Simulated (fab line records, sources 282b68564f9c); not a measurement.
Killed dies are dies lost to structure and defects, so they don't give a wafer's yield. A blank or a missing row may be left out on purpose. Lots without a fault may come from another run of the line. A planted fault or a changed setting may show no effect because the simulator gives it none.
Problem report in the 8D (eight disciplines) form, filled by code | flow rit_cmos | the parts of the form that need people (team, actions taken, sign-off) are left out

1. THE PROBLEM
beam_energy_keV at RIT_NSD_IMPLANT_08 reads a mean of 23.520 on 6 wafers of 2 lots; wafers without a fault read 25.001 with a standard deviation of 0.0069. That is -99 or more standard deviations from the usual mean.
First seen on wafer L733.1, day 5 05:46, on implanter-04. The record holds 42 wafers of 14 lots with a number at this step. Rule for "out", or "out of limits": more than 4 standard deviations from the usual mean. The other wafers with a number count as sound.

2. WHAT IT IS AND WHAT IT IS NOT
question                    | is                     | is not
which readings at this step | beam_energy_keV        | dose_ions_cm2
which lots                  | L733, L736             | L722, L723, L724, L726, L727, L728, L729, L737, L739, L741, L743, L745
which wafers of those lots  | all that have a number | -
read on which tools         | implanter-04           | implanter-01, implanter-02
when                        | from day 5 05:46       | up to then (21 sound wafers); but 15 sound wafers of L737, L739, L741, L743, L745 came after

3. SUSPECTS, AND WHAT RULES EACH OUT
Counting: a tool at a process step up to the reading stays a suspect if it ran every lot that is out and no sound lot after the first of them.
- implanter-04 at RIT_NSD_IMPLANT_08: kept. It ran every lot that is out, first L733 (day 5 05:46), and no sound lot after that; its last sound lot up to then is L729 (day 4 10:38). Its own readings are out on those wafers: beam_energy_keV.
Left after counting: implanter-04 at RIT_NSD_IMPLANT_08.

4. THE CAUSE (what the simulator had put in)
Process parameter drift: implanter-04, from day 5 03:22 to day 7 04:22, at RIT_NSD_IMPLANT_08. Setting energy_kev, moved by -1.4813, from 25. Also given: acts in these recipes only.
Counting left only this tool.

5. THE CHAIN OF EFFECTS, in route order
Each row: a reading whose mean over the struck wafers that have a number lies more than 3 standard deviations from the usual. Only readings for which the record gives a usual standard deviation are gone through. hours: the time from each lot's start at the first step in this table that gives one to its start at this step, as a median over the lots. sigmas: the change in usual standard deviations.
hours | step               | reading         | usual  | on struck wafers | change | sigmas
0     | RIT_NSD_IMPLANT_08 | beam_energy_keV | 25.001 | 23.520           | -1.481 | -99 or more
The process steps in it:
- RIT_NSD_IMPLANT_08
Later measuring or inspecting steps at which every struck wafer that the step has a row for has a number for every such reading, and none has moved that far: RIT_NSD_TW_MEAS_10.

6. WHAT WOULD HAVE CAUGHT IT SOONER
In this record the first reading out of limits was taken at day 5 05:46, 2 hours after the fault began at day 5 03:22.
